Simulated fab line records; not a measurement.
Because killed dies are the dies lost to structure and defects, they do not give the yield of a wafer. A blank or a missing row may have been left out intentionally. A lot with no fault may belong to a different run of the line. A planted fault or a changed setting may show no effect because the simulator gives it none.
Split-lot experiment	flow rit cmos	27 wafers read from 5 lots, route of 202 steps

ABOUT THE SPLIT
At RIT_GATE_ETCH_19 (etches poly-Si in SF6/CHF3/O2, stops on SiO2, time 165 s, target depth 312.5 nm), the setting target depth a was moved away from the recipe's 3125 angstrom on 9 of the 27 wafers read, by -42.0% to +30.1%. For the rest of the wafers, this setting stayed at what the recipe calls for.

The split's own step is where the reading is taken.

THE READING
oes product au, in a.u., at RIT_GATE_ETCH_19 (etches poly-Si in SF6/CHF3/O2, stops on SiO2, time 165 s, target depth 312.5 nm). Fault-free wafers of this fab line usually give 0.844 a.u., standard deviation 0.0083 a.u.

wafer	tool, chamber at the split	target depth a as run, angstrom	against the recipe	oes product au, a.u.	against lot-mates on the recipe
L077.1	rie si-01, 3	2428	-22.3%	0.977	+0.134
L077.2	rie si-01, 0	3125	recipe	0.851	-
L077.3	rie si-01, 1	2428	-22.3%	0.990	+0.147
L077.4	rie si-01, 2	3125	recipe	0.839	-
L077.5	rie si-01, 2	3125	recipe	0.840	-
L077.6	rie si-01, 3	2428	-22.3%	0.973	+0.130
L079.1	rie si-01, 2	4066	+30.1%	0.693	-0.158
L079.2	rie si-01, 0	3125	recipe	0.851	-
L079.3	rie si-01, 3	4066	+30.1%	0.704	-0.147
L079.4	rie si-01, 1	3125	recipe	0.850	-
L079.5	rie si-01, 1	4066	+30.1%	0.716	-0.135
L079.6	rie si-01, 0	3125	recipe	0.853	-
L081.1	rie si-01, 1	3125	recipe	0.851	-
L081.2	rie si-01, 0	3125	recipe	0.843	-
L081.3	rie si-01, 2	3125	recipe	0.848	-
L081.4	rie si-01, 3	3125	recipe	0.840	-
L081.5	rie si-01, 0	3125	recipe	0.854	-
L081.6	rie si-01, 1	3125	recipe	0.849	-
L082.1	rie si-02, 0	3125	recipe	0.840	-
L082.2	rie si-02, 3	3125	recipe	0.838	-
L082.5	rie si-02, 1	3125	recipe	0.859	-
L084.1	rie si-02, 3	1814	-42.0%	0.982	+0.134
L084.2	rie si-02, 1	3125	recipe	0.862	-
L084.3	rie si-02, 0	3125	recipe	0.836	-
L084.4	rie si-02, 0	1814	-42.0%	0.986	+0.138
L084.5	rie si-02, 3	3125	recipe	0.846	-
L084.6	rie si-02, 1	1814	-42.0%	1.001	+0.153

FIT RESULTS
A straight line over all 27 wafers: oes product au changes by -0.0042 a.u. for each +1% of target depth a; r = -0.97; the points scatter about the line by 0.02 a.u.
The same after taking each lot's own level away (the mean of its wafers on the recipe; 27 wafers): -0.00426 a.u. for each +1%; r = -0.97; scatter 0.022 a.u.
The reading moves by 0.18 a.u. for the largest change in target depth a, on that fit.
The span of the lots' own levels, 0.8433 to 0.8513 a.u., comes to 1.0 times the standard deviation stated above.
Consequently the slope shifts little with the lot-to-lot level, the two slopes agreeing.
Check: for one of the wafers moved furthest among these (-42.0%), held out of the fit, the line's prediction against its lot-mates is +0.188 a.u. It came out at +0.134 a.u. against them.
Tool readings at the split's step, against how far the setting was moved: oes product au r = -0.97.

OTHER SPLITS ON THESE WAFERS
These wafers also went through other splits before the reading. Each is held against what the fit with the lots' levels taken away leaves over:
other split on the same wafers	wafers away from the commonest value	r with oes product au (lot level and that fit taken away)
RIT_ACTIVE_CVD_03 time s	18	-0.11
RIT_FOX2_WET_ETCH_03 time s	21	-0.49

THE WHOLE CHAIN: every reading that the file lists as answering this split, in the file's order
step	what it does	reading	change (the file's fit)	r (the file's)
RIT_GATE_ETCH_19	etches poly-Si in SF6/CHF3/O2, stops on SiO2, time 165 s, target depth 312.5 nm	oes product au	-0.00424 a.u. for each +1% of the setting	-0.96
RIT_GATE_ETCH_19	etches poly-Si in SF6/CHF3/O2, stops on SiO2, time 165 s, target depth 312.5 nm	etch.depth nm (the simulator's own value, which no gauge read)	not straight: 180.9 at the lowest setting, 251.2 at the recipe, 251.6 at the highest	not given
RIT_GATE_ETCH_19	etches poly-Si in SF6/CHF3/O2, stops on SiO2, time 165 s, target depth 312.5 nm	GATE.feature depth nm (the simulator's own value, which no gauge read)	not straight: 180.9 at the lowest setting, 251.2 at the recipe, 251.6 at the highest	not given
RIT_GATE_ETCH_19	etches poly-Si in SF6/CHF3/O2, stops on SiO2, time 165 s, target depth 312.5 nm	NOVOLAK_of_GATE_COAT_11.thk nm (the simulator's own value, which no gauge read)	-0.84 nm for each +1% of the setting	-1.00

THE FILE'S OWN FIT
oes product au changes by -0.00424 a.u. for each +1% of target depth a, r = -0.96.
